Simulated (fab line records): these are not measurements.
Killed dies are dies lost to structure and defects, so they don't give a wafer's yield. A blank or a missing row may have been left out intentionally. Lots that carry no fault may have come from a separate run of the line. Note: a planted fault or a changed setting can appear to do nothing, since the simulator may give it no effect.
Struck lot and sound lot, side by side :: flow rit-cmos :: 15 steps out of a route of 202
Sound: wafers L140.1, L140.3, L140.6. Wafers struck: L134.1, L134.3, L134.4. At the end, the cause is stated.
Each step with rows lists, per side, the tool, then ch with its chambers, then its first start. Under that, the readings that differ: sound wafers :: struck wafers :: difference of the means :: sigmas: that difference in standard deviations of wafers without a fault.
alike: readings whose means differ by less than 2 such deviations, and words and numbers that are the same on both sides. not compared: withheld readings, readings that some wafer has no value for, bounds like >300 that may hide the same value, and numbers for which the record gives no deviation and whose values overlap.
A row with sigmas, a row that says differs or no value, or rows on one side alone: a step with any of these is where the two part. When numbers do not overlap yet have no deviation, they are printed without sigmas and do not part them. Lack of a reading on every wafer of one side parts them only where that side has two or more wafers.

first, 6 steps without rows for these wafers: RIT_GATE_HMDS_10 (prime time 60 s); RIT_GATE_COAT_11 (resist thk 850 nm); RIT_GATE_SOFTBAKE_12 (time 60 s); RIT_GATE_EXPOSE_13 (exposes mask M6, target cd 150 nm); RIT_GATE_PEB_14; RIT_GATE_DEVELOP_15 (develop time 50 s).
RIT_GATE_CD_MEAS_16: the cd target is 150 nm.
  sound on cd-sem-01, day 7 04:06; struck on cd-sem-02, day 5 22:18
  alike: cd-nm
RIT_GATE_OVL_MEAS_17:
  sound on overlay-02, day 7 04:13; struck on overlay-01, day 5 22:25
  alike: GATE_OVL
then, 1 step without rows for these wafers: RIT_GATE_HARDBAKE_18 (time 60 s).
RIT_GATE_ETCH_19: etches poly-Si in SF6/CHF3/O2, stops on SiO2, time 165 s, target depth 312.5 nm.
  sound on rie-si-01 ch 0,2,3, day 7 04:24; struck on rie-si-01 ch 1,2,3, day 5 22:37
  alike: drypump-motor-current-A, he-backside-leak-sccm, oes-product-au, throttle-valve-pct
  not compared: rf-hours-counter-h
RIT_GATE_STRIP_20: strips in O2, time 180 s.
  sound on plasma-asher-02 ch 0,1, day 7 04:31; struck on plasma-asher-04 ch 0,1, day 5 22:43
  alike: drypump-motor-current-A
  not compared: rf-hours-counter-h
RIT_GATE_CD_MEAS_90: the cd target is 150 nm.
  sound on cd-sem-02, day 7 04:41; struck on cd-sem-02, day 5 22:53
  alike: cd-nm
RIT_REOX_CLEAN_00: cleans in SC1, time 600 s.
  sound on wet-bench-01 ch 1, day 7 04:49; struck on wet-bench-03 ch 1, day 5 23:01
reading: bath-guard-temp-C (C)
sound: 75.7 75.2 75.5
struck: 82.6 82.2 81.9
difference: +6.8
sigmas: +13

reading: temp-c (C)
sound: 74.89 74.99 75.03
struck: 81.50 81.52 81.54
difference: +6.55
sigmas: +55
then, 2 steps without rows for these wafers: RIT_REOX_CLEAN_01 (cleans in dHF, time 30 s); RIT_M1_PROBE_99.

WHERE THEY PART
Only at RIT_REOX_CLEAN_00, as far as this record shows.

WHY: whatever the simulator had introduced
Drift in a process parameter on wet-bench-03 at RIT_REOX_CLEAN_00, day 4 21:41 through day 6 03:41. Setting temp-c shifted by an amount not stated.
